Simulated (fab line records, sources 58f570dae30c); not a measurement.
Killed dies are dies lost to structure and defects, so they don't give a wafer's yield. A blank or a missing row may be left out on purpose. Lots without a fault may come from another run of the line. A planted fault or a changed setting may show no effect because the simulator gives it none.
Split-lot experiment | flow berkeley_cmos170 | 5 lots, 23 wafers read, on a route of 331 steps

THE SPLIT
At UCB170_PWELL_OXIDATION_02 (target thk 26.4 nm, ox time 1260 s), the setting temp_c was moved away from the recipe's 1000 C on 15 of the 23 wafers read, by -2.7% to +2.3%. The other wafers ran this setting at the recipe's value.

The file shows no step between the split and the reading.

THE READING
PWELL_OXIDE_THK, in nm, at UCB170_PWELL_THK_MEAS_03. Fault-free wafers of this fab line usually give 26.0 nm, standard deviation 0.49 nm.

wafer  | tool, chamber at the split | temp_c as run, C | against the recipe | PWELL_OXIDE_THK, nm | against lot-mates on the recipe
L074.1 | -, -                       | 1017             | +1.7%              | 30.7                | no lot-mate on the recipe
L074.2 | -, -                       | 1017             | +1.7%              | 30.1                | no lot-mate on the recipe
L074.3 | -, -                       | 1017             | +1.7%              | 30.3                | no lot-mate on the recipe
L074.5 | -, -                       | 1017             | +1.7%              | 30.2                | no lot-mate on the recipe
L074.6 | -, -                       | 1017             | +1.7%              | 30.5                | no lot-mate on the recipe
L078.1 | -, -                       | 1023             | +2.3%              | 31.5                | no lot-mate on the recipe
L078.2 | -, -                       | 1023             | +2.3%              | 31.4                | no lot-mate on the recipe
L078.3 | -, -                       | 1023             | +2.3%              | 31.4                | no lot-mate on the recipe
L078.4 | -, -                       | 1023             | +2.3%              | 31.5                | no lot-mate on the recipe
L078.6 | -, -                       | 1023             | +2.3%              | 31.4                | no lot-mate on the recipe
L079.1 | -, -                       | 1000             | recipe             | 25.7                | -
L079.2 | -, -                       | 1000             | recipe             | 25.8                | -
L079.3 | -, -                       | 1000             | recipe             | 25.8                | -
L079.4 | -, -                       | 1000             | recipe             | 25.8                | -
L079.6 | -, -                       | 1000             | recipe             | 25.7                | -
L082.3 | furnace-03, 0              | 1000             | recipe             | 26.1                | -
L082.4 | furnace-03, 0              | 1000             | recipe             | 25.8                | -
L082.5 | furnace-03, 0              | 1000             | recipe             | 25.7                | -
L081.1 | -, -                       | 972.9            | -2.7%              | 20.5                | no lot-mate on the recipe
L081.2 | -, -                       | 972.9            | -2.7%              | 20.0                | no lot-mate on the recipe
L081.3 | -, -                       | 972.9            | -2.7%              | 20.0                | no lot-mate on the recipe
L081.4 | -, -                       | 972.9            | -2.7%              | 20.2                | no lot-mate on the recipe
L081.6 | -, -                       | 972.9            | -2.7%              | 19.6                | no lot-mate on the recipe

THE FIT
A straight line over all 23 wafers: PWELL_OXIDE_THK changes by +2.31 nm for each +1% of temp_c; r = +1.00; the points scatter about the line by 0.33 nm.
Too few moved wafers have a lot-mate on the recipe to fit a line with each lot's own level taken away.

THE WHOLE CHAIN: every reading that the file lists as answering this split, in the file's order
step                      | what it does                       | reading                                                                            | change (the file's fit)              | r (the file's)
UCB170_PWELL_OXIDATION_02 | target thk 26.4 nm, ox time 1260 s | SiO2_of_PWELL_OXIDATION_02.thk_nm (the simulator's own value, which no gauge read) | +2.31 nm for each +1% of the setting | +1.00
UCB170_PWELL_THK_MEAS_03  |                                    | PWELL_OXIDE_THK                                                                    | +2.31 for each +1% of the setting    | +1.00

THE FILE'S OWN FIT
PWELL_OXIDE_THK changes by +2.31 nm for each +1% of temp_c, r = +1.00.
